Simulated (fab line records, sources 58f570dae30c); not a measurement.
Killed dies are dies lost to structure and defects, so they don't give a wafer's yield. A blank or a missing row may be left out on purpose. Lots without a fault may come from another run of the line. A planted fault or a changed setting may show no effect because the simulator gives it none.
fab line records | flow berkeley_cmos170
record lots=5 wafers=15 last_day=11
route steps=331 shown GATE@133 PLDD@145 NLDD@158
lots that met no fault: from a run of the same line without faults
start_h: hours from the record's first day to the start of the lot's first wafer shown | wait_h: hours since the lot's step before | " the same as in the row above | L1.1+2: a row that stands for several wafers | - no value, or no start given | * or withheld: withheld | < > ~ a bound
route shown NAME@n: a module of which the file shows steps, and the number in the route of the first | usual: mean/standard deviation of fault-free wafers | same: alike in all rows | chamber/n: place in a boat | sites: the reading at each site | _std_site: their standard deviation | _edge_site: outer sites' mean less inner sites' | radius_mm: how far each site lies from the wafer's centre | mask NAME#n: copy n | behind: the tool/chamber that last shaped the wafer | hold: why the lot was held/for how many hours/how that ended | device: the transistor (n, p or np) that didn't switch | end of line: the same wafers' tests at the end of the route | a step without rows: its recipe alone | killed: dies lost to structure and defects at the first sort, not the wafer's yield | map: a wafer's dies, x killed, . not, _ none there
set.NAME: the setting as run; set.NAME@STEP: as run at that earlier step | model.NAME: the simulator's own value behind a step, which no gauge read
lots at some steps of the route; a table a step, a row a wafer
services: from which hour (start_h, from the record's first day; less than 0 if before it) a tool's chamber was out of use, for how many hours, and why
## steps
# step UCB170_GATE_COAT_07
# recipe resist=KrF spin_rpm=1500 resist_thk_nm=900
# usual resist_line_temp_C=23.00/0.12 spin_speed_rpm=1499.9/1.1
# columns lot.wafer tool chamber start_h wait_h resist_line_temp_C spin_speed_rpm
L079.1 litho_track-04 0 - - 23.02 1499.4
L079.2 " 0 " " 23.07 1498.9
L079.6 " 0 " " 22.86 1500.6
L085.1 litho_track-04 0 - - 23.01 1498.7
L085.4 " 0 " " 23.06 1499.7
L085.5 " 0 " " 23.06 1499.3
L088.2 litho_track-03 0 - - 23.14 1499.8
L088.4 " 0 " " 22.86 1499.2
L088.5 " 0 " " 23.09 1499.3
L092.4 litho_track-03 0 - - 23.11 1499.4
L092.5 " 0 " " 23.13 1498.5
L092.6 " 0 " " 23.20 1499.9
L093.1 litho_track-03 0 - - 22.75 1499.7
L093.4 " 0 " " 22.86 1499.0
L093.6 " 0 " " 22.80 1500.5
# step UCB170_GATE_SOFTBAKE_08
# recipe resist=KrF temp_c=130 time_s=60
# usual resist_line_temp_C=22.99/0.12
# columns lot.wafer tool chamber start_h wait_h resist_line_temp_C
L079.1 litho_track-04 0 - - 23.00
L079.2 " 0 " " 23.10
L079.6 " 0 " " 23.06
L085.1 litho_track-04 0 - - 23.05
L085.4 " 0 " " 22.87
L085.5 " 0 " " 23.00
L088.2 litho_track-03 0 - - 22.90
L088.4 " 0 " " 23.07
L088.5 " 0 " " 22.82
L092.4 litho_track-03 0 - - 22.98
L092.5 " 0 " " 22.95
L092.6 " 0 " " 22.87
L093.1 litho_track-03 0 - - 23.01
L093.4 " 0 " " 22.96
L093.6 " 0 " " 23.08
# step UCB170_GATE_EXPOSE_09
# recipe mask_id=POLY target_cd_nm=350 na=0.5 sigma_outer=0.6 source_shape=conventional dose_mj=21
# same sigma_outer=0.6
# columns lot.wafer tool chamber start_h wait_h mask
L079.1+2+6 krf_scanner-01 0 171.95 - POLY#0
L085.1+4+5 krf_scanner-01 0 197.01 - POLY#0
L088.2+4+5 krf_scanner-02 0 217.55 - POLY#0
L092.4+5+6 krf_scanner-01 0 229.47 - POLY#0
L093.1+4+6 krf_scanner-01 0 237.41 - POLY#0
# step UCB170_GATE_PEB_10
# recipe peb_temp_c=130 peb_time_s=withheld resist=KrF
# usual resist_line_temp_C=23.02/0.11
# columns lot.wafer tool chamber start_h wait_h resist_line_temp_C
L079.1 litho_track-02 0 172.15 0.2 22.95
L079.2 " 0 " " 22.86
L079.6 " 0 " " 22.99
L085.1 litho_track-02 0 197.13 0.1 22.91
L085.4 " 0 " " 23.04
L085.5 " 0 " " 22.92
L088.2 litho_track-04 0 217.86 0.3 23.19
L088.4 " 0 " " 23.09
L088.5 " 0 " " 23.18
L092.4 litho_track-03 0 229.60 0.1 23.11
L092.5 " 0 " " 22.99
L092.6 " 0 " " 23.32
L093.1 litho_track-04 0 237.53 0.1 23.00
L093.4 " 0 " " 23.17
L093.6 " 0 " " 23.03
# step UCB170_GATE_DEVELOP_11
# recipe developer=TMAH develop_time_s=45 resist=KrF dev_temp_c=21
# usual resist_line_temp_C=22.98/0.098
# columns lot.wafer tool chamber start_h wait_h resist_line_temp_C
L079.1 litho_track-02 0 - - 23.01
L079.2 " 0 " " 22.86
L079.6 " 0 " " 22.97
L085.1 litho_track-02 0 - - 23.02
L085.4 " 0 " " 22.90
L085.5 " 0 " " 22.88
L088.2 litho_track-04 0 - - 23.06
L088.4 " 0 " " 23.08
L088.5 " 0 " " 22.86
L092.4 litho_track-03 0 - - 22.87
L092.5 " 0 " " 23.00
L092.6 " 0 " " 22.98
L093.1 litho_track-04 0 - - 22.94
L093.4 " 0 " " 22.93
L093.6 " 0 " " 22.98
# step UCB170_GATE_CD_MEAS_12
# recipe target_cd_nm=350
# usual cd_nm=350.1/1.5
# columns lot.wafer tool chamber start_h wait_h cd_nm
L079.1 cd_sem-01 - 172.42 - 351.8
L079.2 " - " " 351.8
L079.6 " - " " 352.1
L085.1 cd_sem-02 - 197.41 - 351.7
L085.4 " - " " 350.0
L085.5 " - " " 351.8
L088.2 cd_sem-01 - 218.13 - 350.6
L088.4 " - " " 350.9
L088.5 " - " " 349.9
L092.4 cd_sem-01 - 229.86 - 349.3
L092.5 " - " " 348.4
L092.6 " - " " 350.0
L093.1 cd_sem-02 - 237.81 - 350.0
L093.4 " - " " 351.3
L093.6 " - " " 351.4
# step UCB170_GATE_OVL_MEAS_13
# usual GATE_OVL=2/6.1
# columns lot.wafer tool chamber start_h wait_h GATE_OVL[nm]
L079.1 overlay-02 - 172.54 0.1 9
L079.2 " - " " 13
L079.6 " - " " 14
L085.1 overlay-01 - 197.53 0.1 7
L085.4 " - " " 6
L085.5 " - " " -4
L088.2 overlay-01 - 218.23 0.1 -2
L088.4 " - " " -2
L088.5 " - " " -4
L092.4 overlay-01 - 229.94 0.1 2
L092.5 " - " " 11
L092.6 " - " " -8
L093.1 overlay-02 - 237.93 0.1 -8
L093.4 " - " " 7
L093.6 " - " " 9
# step UCB170_GATE_ETCH_14
# recipe chemistry=N2/H2 target_depth_a=withheld overetch_a=withheld target=BARC time_s=withheld source_w=500 bias_w=100 pressure_mtorr=30 n2_flow_sccm=100 h2_flow_sccm=200
# usual chamber_pressure_mTorr=30.000/0.027 drypump_motor_current_A=5.8/0.56 oes_product_au=0.996/0.014 throttle_valve_pct=13.39/0.24
# columns lot.wafer tool chamber start_h wait_h chamber_pressure_mTorr drypump_motor_current_A oes_product_au throttle_valve_pct
L079.1 rie_diel-02 3 172.58 0.0 29.981 6.0 1.006 13.47
L079.2 " 1 " " 30.020 5.6 0.992 13.17
L079.6 " 3 " " 30.023 6.0 0.996 13.46
L085.1 rie_diel-02 1 197.57 0.0 30.014 5.5 0.988 13.15
L085.4 " 2 " " 29.984 5.1 0.979 13.68
L085.5 " 3 " " 30.039 6.0 0.990 13.47
L088.2 rie_diel-03 3 218.26 0.0 29.998 6.6 0.999 13.61
L088.4 " 2 " " 30.004 5.5 1.007 13.02
L088.5 " 2 " " 29.981 5.5 1.011 13.03
L092.4 rie_diel-03 2 229.96 0.0 30.027 5.5 1.016 13.03
L092.5 " 1 " " 29.972 6.4 0.984 13.58
L092.6 " 2 " " 30.036 5.5 1.010 13.02
L093.1 rie_diel-02 0 237.96 0.0 29.976 6.7 0.997 13.13
L093.4 " 1 " " 29.998 5.6 0.984 13.16
L093.6 " 1 " " 30.035 5.6 0.982 13.16
# step UCB170_GATE_ETCH_15
# recipe chemistry=HBr/Cl2 target=poly-Si stop_on=SiO2 over_etch_frac=0.3 icp_w=300 bias_w=150 time_s=56.3 pressure_mtorr=15 HBr_flow_sccm=150 Cl2_flow_sccm=50 target_depth_a=2782
# usual chamber_pressure_mTorr=15.001/0.013 drypump_motor_current_A=5.7/0.33 oes_product_au=0.824/0.016 throttle_valve_pct=26.45/0.19
# columns lot.wafer tool chamber start_h wait_h chamber_pressure_mTorr drypump_motor_current_A oes_product_au rf_hours_counter_h throttle_valve_pct
L079.1 rie_si-02 3 172.62 - 15.006 5.7 0.809 0 26.23
L079.2 " 1 " " 14.996 6.1 0.818 107 26.42
L079.6 " 3 " " 15.013 5.7 0.806 - 26.24
L085.1 rie_si-02 3 197.61 - 14.999 5.7 0.811 1 26.25
L085.4 " 2 " " 15.020 5.5 0.794 72 26.56
L085.5 " 2 " " 15.000 5.5 0.801 - 26.54
L088.2 rie_si-02 3 218.30 - 14.995 5.7 0.809 1 26.24
L088.4 " 1 " " 15.017 6.1 0.820 108 26.40
L088.5 " 2 " " 15.003 5.5 0.802 - 26.54
L092.4 rie_si-02 2 230.03 - 15.010 5.5 0.798 - 26.54
L092.5 " 0 " " 15.003 6.3 0.837 - 26.82
L092.6 " 3 " " 15.010 5.7 0.810 - 26.24
L093.1 rie_si-01 2 238.00 - 15.003 5.8 0.836 2 26.22
L093.4 " 0 " " 14.997 5.4 0.851 - 26.34
L093.6 " 2 " " 14.966 5.8 0.837 - 26.24
# step UCB170_GATE_STRIP_16
# recipe chemistry=O2 power_w=400 pressure_mtorr=3500 platen_temp_c=withheld o2_flow_sccm=400 overash_fraction=0.5
# usual chamber_pressure_mTorr=3500/3.1 drypump_motor_current_A=5.6/0.32 o2_flow_sccm=399.9/1.2 oes_product_au=0.724/0.005
# columns lot.wafer tool chamber start_h wait_h chamber_pressure_mTorr drypump_motor_current_A o2_flow_sccm oes_product_au rf_hours_counter_h
L079.1 plasma_asher-02 0 172.67 0.0 3500 5.7 401.9 0.720 25
L079.2 " 1 " " 3503 5.5 399.2 0.726 25
L079.6 " 0 " " 3497 5.7 398.5 0.732 -
L085.1 plasma_asher-04 0 197.66 0.0 3498 5.2 402.0 0.725 48
L085.4 " 1 " " 3501 6.0 400.0 0.716 -
L085.5 " 0 " " 3498 5.2 400.8 0.717 -
L088.2 plasma_asher-04 0 218.35 0.0 3499 5.2 402.2 0.724 50
L088.4 " 1 " " 3499 6.0 398.4 0.722 -
L088.5 " 0 " " 3495 5.2 400.3 0.725 -
L092.4 plasma_asher-04 0 230.08 0.0 3503 5.2 399.5 0.724 -
L092.5 " 0 " " 3503 5.2 400.4 0.728 -
L092.6 " 1 " " 3499 6.1 397.7 0.720 -
L093.1 plasma_asher-01 0 238.05 0.0 3504 5.8 400.7 0.731 58
L093.4 " 1 " " 3500 5.2 399.9 0.725 -
L093.6 " 0 " " 3498 5.8 400.2 0.722 -
# step UCB170_GATE_CD_MEAS_90
# recipe target_cd_nm=350
# usual cd_nm=350.2/1.5
# columns lot.wafer tool chamber start_h wait_h cd_nm
L079.1 cd_sem-01 - 172.77 0.1 352.4
L079.2 " - " " 352.0
L079.6 " - " " 352.4
L085.1 cd_sem-01 - 197.76 0.1 351.7
L085.4 " - " " 349.1
L085.5 " - " " 351.6
L088.2 cd_sem-01 - 218.47 0.1 351.2
L088.4 " - " " 351.2
L088.5 " - " " 349.3
L092.4 cd_sem-02 - 230.21 0.1 349.8
L092.5 " - " " 348.6
L092.6 " - " " 349.7
L093.1 cd_sem-02 - 238.15 0.1 349.4
L093.4 " - " " 350.6
L093.6 " - " " 350.9
# step UCB170_GATE_CLEAN_17
# recipe chemistry=SPM temp_c=120 time_s=600
# columns lot.wafer tool chamber start_h wait_h
L079.1+2+6 wet_bench-03 1 172.89 0.1
L085.1+4+5 wet_bench-02 0 197.88 0.1
L088.2+4+5 wet_bench-01 0 218.57 0.1
L092.4+5+6 wet_bench-03 1 230.42 0.2
L093.1+4+6 wet_bench-01 0 238.27 0.1
# step UCB170_PLDD_HMDS_00
# recipe prime_time_s=60 prime_temp_c=100
# usual resist_line_temp_C=23.03/0.12
# columns lot.wafer tool chamber start_h wait_h resist_line_temp_C
L079.1 litho_track-01 0 173.24 0.2 23.13
L079.2 " 0 " " 23.12
L079.6 " 0 " " 23.24
L085.1 litho_track-01 0 198.05 0.0 23.00
L085.4 " 0 " " 22.89
L085.5 " 0 " " 22.82
L088.2 litho_track-02 0 219.17 0.4 23.12
L088.4 " 0 " " 22.88
L088.5 " 0 " " 23.07
L092.4 litho_track-01 0 230.67 0.1 23.12
L092.5 " 0 " " 23.15
L092.6 " 0 " " 23.18
L093.1 litho_track-04 0 238.45 0.0 22.91
L093.4 " 0 " " 22.98
L093.6 " 0 " " 22.94
# step UCB170_PLDD_COAT_01
# recipe resist=KrF spin_rpm=1500 resist_thk_nm=904.9
# usual resist_line_temp_C=23.02/0.098 spin_speed_rpm=1499.9/1
# columns lot.wafer tool chamber start_h wait_h resist_line_temp_C spin_speed_rpm
L079.1 litho_track-01 0 173.39 0.1 23.00 1501.8
L079.2 " 0 " " 23.19 1499.8
L079.6 " 0 " " 23.04 1502.4
L085.1 litho_track-01 0 198.20 0.1 23.10 1499.8
L085.4 " 0 " " 23.22 1500.6
L085.5 " 0 " " 23.14 1499.8
L088.2 litho_track-02 0 219.32 0.1 23.07 1499.4
L088.4 " 0 " " 22.96 1500.1
L088.5 " 0 " " 22.89 1500.1
L092.4 litho_track-01 0 230.82 0.1 23.00 1498.8
L092.5 " 0 " " 22.98 1500.0
L092.6 " 0 " " 23.08 1498.5
L093.1 litho_track-04 0 238.60 0.1 22.81 1499.1
L093.4 " 0 " " 23.15 1500.9
L093.6 " 0 " " 23.12 1499.1
# step UCB170_PLDD_SOFTBAKE_02
# recipe resist=KrF temp_c=130 time_s=60
# usual resist_line_temp_C=22.99/0.11
# columns lot.wafer tool chamber start_h wait_h resist_line_temp_C
L079.1 litho_track-01 0 173.54 0.1 22.94
L079.2 " 0 " " 22.82
L079.6 " 0 " " 22.90
L085.1 litho_track-01 0 198.35 0.1 22.90
L085.4 " 0 " " 22.88
L085.5 " 0 " " 23.14
L088.2 litho_track-02 0 219.47 0.1 22.93
L088.4 " 0 " " 22.76
L088.5 " 0 " " 22.83
L092.4 litho_track-01 0 230.97 0.1 23.01
L092.5 " 0 " " 23.05
L092.6 " 0 " " 23.04
L093.1 litho_track-04 0 238.75 0.1 22.75
L093.4 " 0 " " 22.62
L093.6 " 0 " " 22.92
# step UCB170_PLDD_EXPOSE_03
# recipe mask_id=PSELECT na=0.5 sigma_outer=0.6 source_shape=conventional target_cd_nm=1200 dose_mj=30
# same sigma_outer=0.6
# columns lot.wafer tool chamber start_h wait_h mask
L079.1+2+6 krf_scanner-02 0 173.81 0.2 PSELECT#0
L085.1+4+5 krf_scanner-02 0 198.74 0.4 PSELECT#0
L088.2+4+5 krf_scanner-02 0 219.74 0.2 PSELECT#0
L092.4+5+6 krf_scanner-02 0 231.23 0.2 PSELECT#0
L093.1+4+6 krf_scanner-02 0 238.90 0.1 PSELECT#0
# step UCB170_PLDD_PEB_04
# recipe peb_temp_c=130 peb_time_s=withheld resist=KrF
# usual resist_line_temp_C=22.99/0.12
# columns lot.wafer tool chamber start_h wait_h resist_line_temp_C
L079.1 litho_track-01 0 174.14 0.3 22.94
L079.2 " 0 " " 22.79
L079.6 " 0 " " 22.81
L085.1 litho_track-04 0 198.86 0.1 22.69
L085.4 " 0 " " 22.76
L085.5 " 0 " " 22.83
L088.2 litho_track-04 0 220.21 0.5 23.11
L088.4 " 0 " " 23.18
L088.5 " 0 " " 23.31
L092.4 litho_track-04 0 231.36 0.1 22.97
L092.5 " 0 " " 23.06
L092.6 " 0 " " 23.15
L093.1 litho_track-04 0 239.35 0.4 23.01
L093.4 " 0 " " 23.08
L093.6 " 0 " " 23.07
# step UCB170_PLDD_DEVELOP_05
# recipe developer=TMAH develop_time_s=45 resist=KrF dev_temp_c=21
# usual resist_line_temp_C=22.99/0.1
# columns lot.wafer tool chamber start_h wait_h resist_line_temp_C
L079.1 litho_track-01 0 - - 23.03
L079.2 " 0 " " 23.05
L079.6 " 0 " " 23.12
L085.1 litho_track-04 0 - - 22.98
L085.4 " 0 " " 22.97
L085.5 " 0 " " 23.00
L088.2 litho_track-04 0 - - 23.00
L088.4 " 0 " " 23.07
L088.5 " 0 " " 22.89
L092.4 litho_track-04 0 - - 22.83
L092.5 " 0 " " 22.85
L092.6 " 0 " " 22.85
L093.1 litho_track-04 0 - - 22.98
L093.4 " 0 " " 22.95
L093.6 " 0 " " 22.80
# step UCB170_PLDD_CD_MEAS_06
# recipe target_cd_nm=1200
# usual cd_nm=1199.5/1.4
# columns lot.wafer tool chamber start_h wait_h cd_nm
L079.1 cd_sem-01 - 174.43 - 1203.2
L079.2 " - " " 1202.2
L079.6 " - " " 1203.5
L085.1 cd_sem-02 - 199.13 - 1199.7
L085.4 " - " " 1201.8
L085.5 " - " " 1200.7
L088.2 cd_sem-02 - 220.48 - 1197.5
L088.4 " - " " 1196.5
L088.5 " - " " 1197.5
L092.4 cd_sem-02 - 231.62 - 1198.5
L092.5 " - " " 1198.6
L092.6 " - " " 1198.6
L093.1 cd_sem-02 - 239.62 - 1199.2
L093.4 " - " " 1199.1
L093.6 " - " " 1198.2
# step UCB170_PLDD_OVL_MEAS_07
# usual PLDD_OVL=2/5.8
# columns lot.wafer tool chamber start_h wait_h PLDD_OVL[nm]
L079.1 overlay-01 - 174.55 0.1 4
L079.2 " - " " 8
L079.6 " - " " 6
L085.1 overlay-02 - 199.25 0.1 10
L085.4 " - " " 13
L085.5 " - " " 13
L088.2 overlay-01 - 220.58 0.1 6
L088.4 " - " " 6
L088.5 " - " " 5
L092.4 overlay-02 - 231.70 0.1 12
L092.5 " - " " 3
L092.6 " - " " 12
L093.1 overlay-01 - 239.74 0.1 -1
L093.4 " - " " -1
L093.6 " - " " -9
# step UCB170_PLDD_IMPLANT_08
# recipe species=BF2 dose_cm2=5e+13 energy_kev=10 tilt_deg=7 rotation_deg=0
# columns lot.wafer tool chamber start_h wait_h
L079.1+2+6 implanter-03 0 174.59 0.0
L085.1+4+5 implanter-02 0 199.29 0.0
L088.2+4+5 implanter-01 0 220.64 0.0
L092.4+5+6 implanter-03 0 231.79 0.1
L093.1+4+6 implanter-03 0 239.78 0.0
# step UCB170_PLDD_IMPLANT_09
# recipe species=BF2 dose_cm2=5e+13 energy_kev=10 tilt_deg=7 rotation_deg=180
# columns lot.wafer tool chamber start_h wait_h
L079.1+2+6 implanter-03 0 174.74 0.1
L085.1+4+5 implanter-02 0 199.44 0.1
L088.2+4+5 implanter-01 0 220.79 0.1
L092.4+5+6 implanter-03 0 231.94 0.1
L093.1+4+6 implanter-03 0 239.93 0.1
# step UCB170_PLDD_STRIP_10
# recipe chemistry=O2 power_w=400 pressure_mtorr=3500 platen_temp_c=withheld o2_flow_sccm=400 overash_fraction=0.5
# usual chamber_pressure_mTorr=3500.0/2.8 drypump_motor_current_A=5.7/0.4 o2_flow_sccm=399.9/1.2 oes_product_au=0.735/0.0044 strip_time_to_endpoint_s=21.75/0.058
# columns lot.wafer tool chamber start_h wait_h chamber_pressure_mTorr drypump_motor_current_A o2_flow_sccm oes_product_au rf_hours_counter_h strip_time_to_endpoint_s
L079.1 plasma_asher-04 1 174.89 0.1 3497.3 6.0 399.0 0.737 45 21.84
L079.2 " 0 " " 3496.4 5.2 400.6 0.731 45 21.76
L079.6 " 0 " " 3502.8 5.2 400.7 0.729 - 21.76
L085.1 plasma_asher-01 1 199.59 0.1 3499.8 5.2 402.0 0.734 54 21.68
L085.4 " 1 " " 3502.8 5.2 401.3 0.740 - 21.74
L085.5 " 0 " " 3497.1 5.8 400.3 0.737 - 21.75
L088.2 plasma_asher-04 0 220.91 0.1 3496.3 5.2 399.4 0.734 50 21.81
L088.4 " 1 " " 3497.8 6.1 402.0 0.723 - 21.78
L088.5 " 1 " " 3504.2 6.0 400.8 0.728 - 21.76
L092.4 plasma_asher-04 1 232.05 0.1 3502.0 6.0 400.0 0.739 - 21.65
L092.5 " 0 " " 3498.7 5.2 399.8 0.732 - 21.64
L092.6 " 1 " " 3499.5 6.0 399.5 0.732 - 21.70
L093.1 plasma_asher-01 0 240.08 0.1 3499.8 5.8 400.4 0.731 59 21.85
L093.4 " 0 " " 3506.2 5.8 400.0 0.739 - 21.82
L093.6 " 0 " " 3499.0 5.8 399.5 0.742 - 21.80
# step UCB170_PLDD_TW_MEAS_11
# usual PLDD_TW=1013/7.8
# columns lot.wafer tool chamber start_h wait_h PLDD_TW
L079.1 film_metro-01 - 174.99 0.1 1014
L079.2 " - " " 1018
L079.6 " - " " 1014
L085.1 film_metro-02 - 199.69 0.1 1012
L085.4 " - " " 1007
L085.5 " - " " 1007
L088.2 film_metro-03 - 221.02 0.1 1020
L088.4 " - " " 1020
L088.5 " - " " 1020
L092.4 film_metro-01 - 232.15 0.1 1017
L092.5 " - " " 1017
L092.6 " - " " 1021
L093.1 film_metro-02 - 240.18 0.1 1004
L093.4 " - " " 997
L093.6 " - " " 1001
# step UCB170_PLDD_CLEAN_12
# recipe chemistry=SPM temp_c=120 time_s=600
# columns lot.wafer tool chamber start_h wait_h
L079.1+2+6 wet_bench-04 3 175.05 0.1
L085.1+4+5 wet_bench-03 2 199.75 0.1
L088.2+4+5 wet_bench-03 0 221.07 0.0
L092.4+5+6 wet_bench-03 3 232.18 0.0
L093.1+4+6 wet_bench-04 0 240.24 0.1
# step UCB170_NLDD_HMDS_00
# recipe prime_time_s=60 prime_temp_c=100
# usual resist_line_temp_C=22.98/0.11
# columns lot.wafer tool chamber start_h wait_h resist_line_temp_C
L079.1 litho_track-03 0 175.60 0.4 23.06
L079.2 " 0 " " 23.23
L079.6 " 0 " " 23.18
L085.1 litho_track-01 0 199.92 0.0 22.92
L085.4 " 0 " " 22.98
L085.5 " 0 " " 23.01
L088.2 litho_track-04 0 221.66 0.4 22.87
L088.4 " 0 " " 22.92
L088.5 " 0 " " 23.03
L092.4 litho_track-01 0 232.47 0.1 22.97
L092.5 " 0 " " 22.82
L092.6 " 0 " " 22.92
L093.1 litho_track-03 0 240.41 0.0 23.03
L093.4 " 0 " " 23.15
L093.6 " 0 " " 22.99
# step UCB170_NLDD_COAT_01
# recipe resist=KrF spin_rpm=1500 resist_thk_nm=900
# usual resist_line_temp_C=23.00/0.12 spin_speed_rpm=1500.1/0.86
# columns lot.wafer tool chamber start_h wait_h resist_line_temp_C spin_speed_rpm
L079.1 litho_track-03 0 175.75 0.1 23.19 1498.2
L079.2 " 0 " " 22.87 1499.6
L079.6 " 0 " " 23.07 1499.2
L085.1 litho_track-01 0 200.07 0.1 22.85 1499.3
L085.4 " 0 " " 22.98 1500.3
L085.5 " 0 " " 22.99 1501.2
L088.2 litho_track-04 0 221.81 0.1 23.02 1500.2
L088.4 " 0 " " 22.96 1499.0
L088.5 " 0 " " 22.96 1499.7
L092.4 litho_track-01 0 232.62 0.1 23.01 1500.4
L092.5 " 0 " " 22.92 1500.2
L092.6 " 0 " " 23.05 1500.0
L093.1 litho_track-03 0 240.56 0.1 22.98 1499.8
L093.4 " 0 " " 22.85 1501.0
L093.6 " 0 " " 22.74 1500.8
# step UCB170_NLDD_SOFTBAKE_02
# recipe resist=KrF temp_c=130 time_s=60
# usual resist_line_temp_C=23.01/0.1
# columns lot.wafer tool chamber start_h wait_h resist_line_temp_C
L079.1 litho_track-03 0 175.90 0.1 22.93
L079.2 " 0 " " 23.13
L079.6 " 0 " " 22.97
L085.1 litho_track-01 0 200.22 0.1 22.96
L085.4 " 0 " " 23.00
L085.5 " 0 " " 23.06
L088.2 litho_track-04 0 221.96 0.1 23.02
L088.4 " 0 " " 23.18
L088.5 " 0 " " 23.01
L092.4 litho_track-01 0 232.77 0.1 23.01
L092.5 " 0 " " 22.87
L092.6 " 0 " " 23.15
L093.1 litho_track-03 0 240.71 0.1 22.89
L093.4 " 0 " " 22.91
L093.6 " 0 " " 22.95
# step UCB170_NLDD_EXPOSE_03
# recipe mask_id=NSELECT na=0.5 sigma_outer=0.6 source_shape=conventional target_cd_nm=1200 dose_mj=30
# same sigma_outer=0.6
# columns lot.wafer tool chamber start_h wait_h mask
L079.1+2+6 krf_scanner-01 0 176.19 0.3 NSELECT#0
L085.1+4+5 krf_scanner-02 0 200.37 0.1 NSELECT#0
L088.2+4+5 krf_scanner-02 0 222.30 0.3 NSELECT#0
L092.4+5+6 krf_scanner-02 0 233.03 0.2 NSELECT#0
L093.1+4+6 krf_scanner-01 0 240.99 0.2 NSELECT#0
# step UCB170_NLDD_PEB_04
# recipe peb_temp_c=130 peb_time_s=withheld resist=KrF
# usual resist_line_temp_C=23.00/0.13
# columns lot.wafer tool chamber start_h wait_h resist_line_temp_C
L079.1 litho_track-03 0 176.77 0.6 22.98
L079.2 " 0 " " 22.92
L079.6 " 0 " " 22.94
L085.1 litho_track-03 0 200.49 0.1 23.06
L085.4 " 0 " " 22.88
L085.5 " 0 " " 23.14
L088.2 litho_track-04 0 222.66 0.3 23.22
L088.4 " 0 " " 23.23
L088.5 " 0 " " 23.25
L092.4 litho_track-03 0 233.16 0.1 23.13
L092.5 " 0 " " 22.95
L092.6 " 0 " " 23.10
L093.1 litho_track-01 0 241.13 0.1 22.90
L093.4 " 0 " " 23.01
L093.6 " 0 " " 23.08
# step UCB170_NLDD_DEVELOP_05
# recipe developer=TMAH develop_time_s=45 resist=KrF dev_temp_c=21
# usual resist_line_temp_C=22.99/0.11
# columns lot.wafer tool chamber start_h wait_h resist_line_temp_C
L079.1 litho_track-03 0 - - 23.03
L079.2 " 0 " " 23.13
L079.6 " 0 " " 22.92
L085.1 litho_track-03 0 - - 23.06
L085.4 " 0 " " 22.95
L085.5 " 0 " " 22.91
L088.2 litho_track-04 0 - - 22.96
L088.4 " 0 " " 22.99
L088.5 " 0 " " 22.92
L092.4 litho_track-03 0 - - 23.07
L092.5 " 0 " " 23.02
L092.6 " 0 " " 23.13
L093.1 litho_track-01 0 - - 22.98
L093.4 " 0 " " 22.93
L093.6 " 0 " " 22.99
# step UCB170_NLDD_CD_MEAS_06
# recipe target_cd_nm=1200
# usual cd_nm=1199.6/1.7
# columns lot.wafer tool chamber start_h wait_h cd_nm
L079.1 cd_sem-01 - 177.05 - 1199.9
L079.2 " - " " 1199.4
L079.6 " - " " 1200.3
L085.1 cd_sem-02 - 200.77 - 1198.9
L085.4 " - " " 1197.8
L085.5 " - " " 1197.6
L088.2 cd_sem-02 - 222.93 - 1199.3
L088.4 " - " " 1200.2
L088.5 " - " " 1197.4
L092.4 cd_sem-01 - 233.42 - 1201.9
L092.5 " - " " 1202.9
L092.6 " - " " 1202.0
L093.1 cd_sem-02 - 241.41 - 1201.0
L093.4 " - " " 1200.1
L093.6 " - " " 1199.4
# step UCB170_NLDD_OVL_MEAS_07
# usual NLDD_OVL=2/5.2
# columns lot.wafer tool chamber start_h wait_h NLDD_OVL[nm]
L079.1 overlay-01 - 177.17 0.1 2
L079.2 " - " " -2
L079.6 " - " " -4
L085.1 overlay-01 - 200.89 0.1 0
L085.4 " - " " -2
L085.5 " - " " -3
L088.2 overlay-02 - 223.03 0.1 10
L088.4 " - " " 5
L088.5 " - " " 5
L092.4 overlay-01 - 233.50 0.1 3
L092.5 " - " " 8
L092.6 " - " " 1
L093.1 overlay-02 - 241.53 0.1 4
L093.4 " - " " 9
L093.6 " - " " 10
# step UCB170_NLDD_IMPLANT_08
# recipe species=As dose_cm2=5.114e+13 energy_kev=30 tilt_deg=7 rotation_deg=0
# columns lot.wafer tool chamber start_h wait_h
L079.1+2+6 implanter-03 0 177.20 0.0
L085.1+4+5 implanter-02 0 200.92 0.0
L088.2+4+5 implanter-04 0 223.11 0.1
L092.4+5+6 implanter-04 0 233.59 0.1
L093.1+4+6 implanter-04 0 241.56 0.0
# step UCB170_NLDD_IMPLANT_09
# recipe species=As dose_cm2=5e+13 energy_kev=30 tilt_deg=7 rotation_deg=180
# columns lot.wafer tool chamber start_h wait_h
L079.1+2+6 implanter-03 0 177.35 0.1
L085.1+4+5 implanter-02 0 201.07 0.1
L088.2+4+5 implanter-04 0 223.26 0.1
L092.4+5+6 implanter-04 0 233.74 0.1
L093.1+4+6 implanter-04 0 241.71 0.1
## services
# columns tool chamber start_h hours kind
krf_scanner-02 0 150.20 - calibration
rie_diel-02 3 150.23 5.8 repair
implanter-03 - 152.61 2.8 repair
implanter-02 - 156.96 1.2 repair
rie_si-02 - 163.74 0.5 repair
plasma_asher-04 - 172.02 0.8 repair
rie_diel-02 3 178.85 6.7 repair
rie_diel-03 0 192.02 - clean
rie_diel-03 0 192.02 20.5 scheduled_down
rie_diel-03 0 192.02 20.5 vent_cycle
rie_diel-02 - 201.74 1.0 repair
rie_si-02 2 202.13 15.6 repair
krf_scanner-02 - 208.14 4.0 pm
implanter-03 - 208.45 1.2 repair
implanter-01 - 210.53 3.1 repair
rie_diel-02 - 216.57 4.0 repair
krf_scanner-01 - 217.40 1.0 pm
rie_si-01 1 223.50 - clean
rie_si-02 1 226.04 - clean
rie_si-02 1 226.04 13.0 scheduled_down
rie_si-02 1 226.04 13.0 vent_cycle
krf_scanner-01 - 236.18 0.8 pm
rie_si-01 - 239.01 1.3 repair
implanter-02 - 239.45 4.3 pm
## key
fault none
